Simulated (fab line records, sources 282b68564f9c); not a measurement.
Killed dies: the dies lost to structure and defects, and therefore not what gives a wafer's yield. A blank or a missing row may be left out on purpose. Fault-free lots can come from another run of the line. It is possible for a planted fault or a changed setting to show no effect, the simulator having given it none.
Which tool did it? -- flow rit cmos -- Sampling: 7 lots, 21 wafers, 2 of 202 route steps

WHAT THE GAUGES READ, wafer by wafer
RIT_SDANNEAL_RS_MEAS_04: a four-point-probe measurement.
lot,measured,on,PSD_RS (ohm/sq)
L713,day 3 09:22,film metro-03,115.81 115.60 115.23
L715,day 3 19:11,film metro-03,115.81 115.60 115.48
L717,day 4 06:32,film metro-03,115.90 115.85 116.25
L721,day 5 03:43,film metro-02,115.96 115.89 115.89
L731,day 7 07:29,film metro-03,120.17 119.96 120.16 119.83 120.09 120.04
L733,day 7 21:07,film metro-03,115.84 115.97 116.28
L735,day 8 05:05,film metro-02,116.20 116.05 115.81

EACH LOT AND THE TOOL THAT RAN IT (in order: tool; ch and the chambers of the sampled wafers; start)
lot,RIT_PSD_IMPLANT_08
L713,"implanter-01 ch 0, day 3 08:34"
L715,"implanter-03 ch 0, day 3 18:22"
L717,"implanter-03 ch 0, day 4 05:44"
L721,"implanter-01 ch 0, day 5 02:54"
L731,"implanter-04 ch 0, day 7 06:39"
L733,"implanter-03 ch 0, day 7 20:20"
L735,"implanter-03 ch 0, day 8 04:17"
- RIT_PSD_IMPLANT_08

THE ANSWER, worked out from the rows above alone
Rule: what is usual is taken from the lots themselves. The widest of any qualifying gaps counts: lots, ordered by their means at a reading, are off when they make up no more than a third of the lots, leave a main group of 4 or more, and stand apart from it by 3 or more times the standard deviation of that group's means. Not used: any main group whose means are identical at the precision the tables above print for the reading. A lot without any number at a reading at which 4 lots or more have one is off too. All remaining lots with rows at the step are treated as sound.
Off: L731, at RIT_SDANNEAL_RS_MEAS_04 (PSD_RS). For the main group the mean is 115.86 ohm/sq and the standard deviation 0.19.
If a tool, at a process step before that reading, ran all the lots that are off and no sound lot after the first of them, it fits. Those tools and the gauges at RIT_SDANNEAL_RS_MEAS_04 are tried in the same way. One candidate fits, namely implanter-04 at RIT_PSD_IMPLANT_08. It ran no sound lot before its first lot that is off in this sample, so the start can't be narrowed down.

WHAT THE SIMULATOR PUT IN
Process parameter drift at RIT_PSD_IMPLANT_08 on implanter-04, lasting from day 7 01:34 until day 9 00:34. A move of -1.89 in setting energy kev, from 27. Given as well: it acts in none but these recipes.
Shown lots that were struck: L731. The rule above reached the same finding.
